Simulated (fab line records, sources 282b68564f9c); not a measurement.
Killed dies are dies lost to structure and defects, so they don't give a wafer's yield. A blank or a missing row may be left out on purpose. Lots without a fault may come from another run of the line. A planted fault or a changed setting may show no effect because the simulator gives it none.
One fault seen from 2 desks | flow rit_cmos | each desk has only its own numbers; what lay behind them comes last

THE METROLOGY DESK
What the gauges read, lot by lot, whatever tool the lot ran on: means of the sampled wafers that have a number. A lot is out of limits, marked OUT, if its mean lies more than 4 standard deviations from the usual mean; the brackets give that distance.
Columns: A = PWELL_TW at RIT_PWELL_TW_MEAS_10, usual 949; B = PWELL_RS at RIT_WELLDRIVE_RS_MEAS_02, usual 430.4 ohm/sq
lot  | first seen here | A              | B
L507 | day 1 23:00     | 950            | 429.7
L508 | day 2 06:46     | 960            | 429.5
L509 | day 2 12:14     | 942            | 427.8
L510 | day 2 20:35     | 939            | 430.1
L511 | day 3 02:18     | 948            | 429.4
L512 | day 3 07:18     | 956            | 431.1
L513 | day 3 10:45     | 937            | 431.9
L514 | day 3 16:25     | 956            | 430.9
L515 | day 3 18:21     | 939            | 430.6
L516 | day 3 22:01     | 947            | 430.8
L517 | day 4 10:02     | 954            | 429.7
L518 | day 4 12:43     | 952            | 431.5
L526 | day 5 23:32     | 1125 (+27) OUT | 306.7 (-95) OUT
L530 | day 6 21:27     | 1136 (+29) OUT | 306.0 (-96) OUT
This desk's finding: out of limits on L526, L530; first on L526, day 5 23:32 (PWELL_TW at RIT_PWELL_TW_MEAS_10). In limits: L507, L508, L509, L510, L511, L512, L513, L514, L515, L516, L517, L518.

THE TOOL OWNER'S DESK: implanter-03
The tool's own readings at RIT_PWELL_IMPLANT_08: means of the sampled wafers that have a number, for each lot that ran on this tool. A lot is out of limits, marked OUT, if its mean lies more than 4 standard deviations from the usual mean; the brackets give that distance.
Columns: A = beam_on_s at RIT_PWELL_IMPLANT_08, usual 9.98 s; B = dose_ions_cm2 at RIT_PWELL_IMPLANT_08, usual 7e+13; C = faraday_current_uA at RIT_PWELL_IMPLANT_08, usual 223
lot  | first seen here | A     | B                       | C
L513 | day 3 10:26     | 10.10 | 7e+13                   | 219
L514 | day 3 16:05     | 10.06 | 7e+13                   | 220
L526 | day 5 23:13     | 9.84  | 1e+14 (+99 or more) OUT | 393 (+44) OUT
L530 | day 6 21:08     | 9.92  | 1e+14 (+99 or more) OUT | 389 (+43) OUT
This desk's finding: out of limits on L526, L530; first on L526, day 5 23:13 (dose_ions_cm2 at RIT_PWELL_IMPLANT_08). In limits: L513, L514.

PUT TOGETHER
The tool owner's desk could have raised an alarm at day 5 23:13, on L526, L530.
The metrology desk could have raised an alarm at day 5 23:32, on L526, L530.
Of the lots named, all ran RIT_PWELL_IMPLANT_08 on implanter-03.

WHAT THE SIMULATOR HAD PUT IN
Process parameter drift: implanter-03, from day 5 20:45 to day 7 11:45, at RIT_PWELL_IMPLANT_08. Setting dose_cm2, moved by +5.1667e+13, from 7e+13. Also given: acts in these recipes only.
Lots struck among those shown: L526, L530.
Hours from the fault's start to each desk's first reading out of limits: the tool owner's desk, 2; the metrology desk, 3.
